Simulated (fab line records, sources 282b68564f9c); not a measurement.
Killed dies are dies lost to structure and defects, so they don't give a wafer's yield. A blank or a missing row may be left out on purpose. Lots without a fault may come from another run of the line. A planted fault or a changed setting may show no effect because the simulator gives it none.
Problem report in the 8D (eight disciplines) form, filled by code | flow rit_cmos | the parts of the form that need people (team, actions taken, sign-off) are left out

1. THE PROBLEM
spin_speed_rpm at RIT_NLDD_COAT_01 reads a mean of 2158.8 rpm on 6 wafers of 2 lots; wafers without a fault read 3249.5 rpm with a standard deviation of 2.1. That is -99 or more standard deviations from the usual mean.
The step: resist thk 1000 nm.
First seen on wafer L756.1, day 7 01:15, on litho_track-03. The record holds 18 wafers of 6 lots with a number at this step. Rule for "out", or "out of limits": more than 4 standard deviations from the usual mean. The other wafers with a number count as sound.

2. WHAT IT IS AND WHAT IT IS NOT
question                    | is                     | is not
which readings at this step | spin_speed_rpm         | -
which lots                  | L756, L758             | L738, L740, L742, L744
which wafers of those lots  | all that have a number | -
read on which tools         | litho_track-03         | litho_track-02, litho_track-04
when                        | from day 7 01:15       | up to then (12 sound wafers)

3. SUSPECTS, AND WHAT RULES EACH OUT
Counting: a tool at a process step up to the reading stays a suspect if it ran every lot that is out and no sound lot after the first of them.
- rie_si-01 at RIT_GATE_ETCH_19 (etches poly-Si in SF6/CHF3/O2, stops on SiO2, time 165 s, target depth 312.5 nm): kept. It ran every lot that is out, first L756 (day 6 21:39), and no sound lot after that.
- plasma_asher-04 at RIT_GATE_STRIP_20 (strips in O2, time 180 s): kept. It ran every lot that is out, first L756 (day 6 21:45), and no sound lot after that; its last sound lot up to then is L742 (day 4 00:11).
- litho_track-03 at RIT_NLDD_COAT_01 (resist thk 1000 nm): kept. It ran every lot that is out, first L756 (day 7 01:15), and no sound lot after that; its last sound lot up to then is L738 (day 3 05:19). Its own readings are out on those wafers: spin_speed_rpm.
Left after counting: rie_si-01 at RIT_GATE_ETCH_19, plasma_asher-04 at RIT_GATE_STRIP_20, litho_track-03 at RIT_NLDD_COAT_01.

4. THE CAUSE (what the simulator had put in)
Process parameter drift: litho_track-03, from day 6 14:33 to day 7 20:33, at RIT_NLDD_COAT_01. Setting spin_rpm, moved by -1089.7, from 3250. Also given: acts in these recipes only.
Counting left 3 suspects, and this tool is among them.

5. THE CHAIN OF EFFECTS, in route order
Each row: a reading whose mean over the struck wafers that have a number lies more than 3 standard deviations from the usual. Only readings for which the record gives a usual standard deviation are gone through. hours: the time from each lot's start at the first step in this table that gives one to its start at this step, as a median over the lots. sigmas: the change in usual standard deviations.
hours | step             | reading        | usual      | on struck wafers | change  | sigmas
0     | RIT_NLDD_COAT_01 | spin_speed_rpm | 3249.5 rpm | 2158.8           | -1090.7 | -99 or more
The process steps in it:
- RIT_NLDD_COAT_01: resist thk 1000 nm.
Later measuring or inspecting steps at which every struck wafer that the step has a row for has a number for every such reading, and none has moved that far: RIT_NLDD_OVL_MEAS_06.

6. WHAT WOULD HAVE CAUGHT IT SOONER
In this record the first reading out of limits was taken at day 7 01:15, 11 hours after the fault began at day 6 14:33.
